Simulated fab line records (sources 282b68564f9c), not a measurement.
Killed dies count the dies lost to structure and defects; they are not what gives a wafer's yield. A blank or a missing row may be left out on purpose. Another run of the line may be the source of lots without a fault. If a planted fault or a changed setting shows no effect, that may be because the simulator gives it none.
One fault seen from 2 desks ; flow rit_cmos ; every desk sees just its own numbers, and what lay behind them comes last

METROLOGY DESK
Lot by lot, what the gauges showed, no matter which tool ran the lot: averages of those sampled wafers that carry a number. A lot is out of limits, marked OUT, if its mean lies more than 4 standard deviations from the usual mean; the brackets give that distance.
Columns: A = cd_nm at RIT_CONTACT_CD_MEAS_08, usual 999.8 nm
lot;first seen here;A
L700;day 3 06:53;1001.0
L701;day 3 13:10;1001.5
L702;day 3 19:07;999.8
L703;day 3 19:41;1000.7
L704;day 4 08:47;996.4
L705;day 4 09:16;1000.6
L706;day 4 11:12;999.5
L707;day 4 15:08;999.1
L708;day 4 21:44;999.1
L710;day 5 06:58;999.1
L713;day 5 21:01;1002.2
L715;day 6 09:45;985.1 (-6.7) OUT
L716;day 6 13:28;989.2 (-4.8) OUT
L722;day 7 19:52;998.5
Finding of this desk: L715, L716 out of limits; the first was L715 at day 6 09:45, on cd_nm at RIT_CONTACT_CD_MEAS_08. L700, L701, L702, L703, L704, L705, L706, L707, L708, L710, L713, L722: within limits.

DESK OF THE TOOL OWNER: litho_track-01
The tool's own readings at RIT_CONTACT_DEVELOP_07 (develop time 120 s): means of the sampled wafers that have a number, for each lot that ran on this tool. A lot is out of limits, marked OUT, if its mean lies more than 4 standard deviations from the usual mean; the brackets give that distance.
Columns: A = chill_plate_temp_C at RIT_CONTACT_DEVELOP_07, usual 23.00 C; B = developer_temp_C at RIT_CONTACT_DEVELOP_07, usual 23.00 C
lot;first seen here;A;B
L703;day 3 19:00;22.91;23.05
L704;day 4 08:00;22.87;22.93
L705;day 4 09:00;23.16;23.15
L708;day 4 21:00;22.93;22.91
L715;day 6 09:00;22.95;25.19 (+22) OUT
L716;day 6 13:00;23.11;25.19 (+22) OUT
Finding of this desk: L715, L716 out of limits; the first was L715 at day 6 09:00, on developer_temp_C at RIT_CONTACT_DEVELOP_07. L703, L704, L705, L708: within limits.

BROUGHT TOGETHER
At day 6 09:00, on L715, L716, the tool owner's desk was in a position to raise an alarm.
The metrology desk could have raised an alarm at day 6 09:45, on L715, L716.
Of the lots named, all ran RIT_CONTACT_DEVELOP_07 on litho_track-01.

WHAT WAS PUT IN BY THE SIMULATOR
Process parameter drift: litho_track-01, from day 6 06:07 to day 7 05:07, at RIT_CONTACT_DEVELOP_07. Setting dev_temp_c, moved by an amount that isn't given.
Shown lots that were struck: L715, L716.
Time in hours from fault onset to the first out-of-limits reading at each desk: tool owner's desk 3, metrology desk 4.
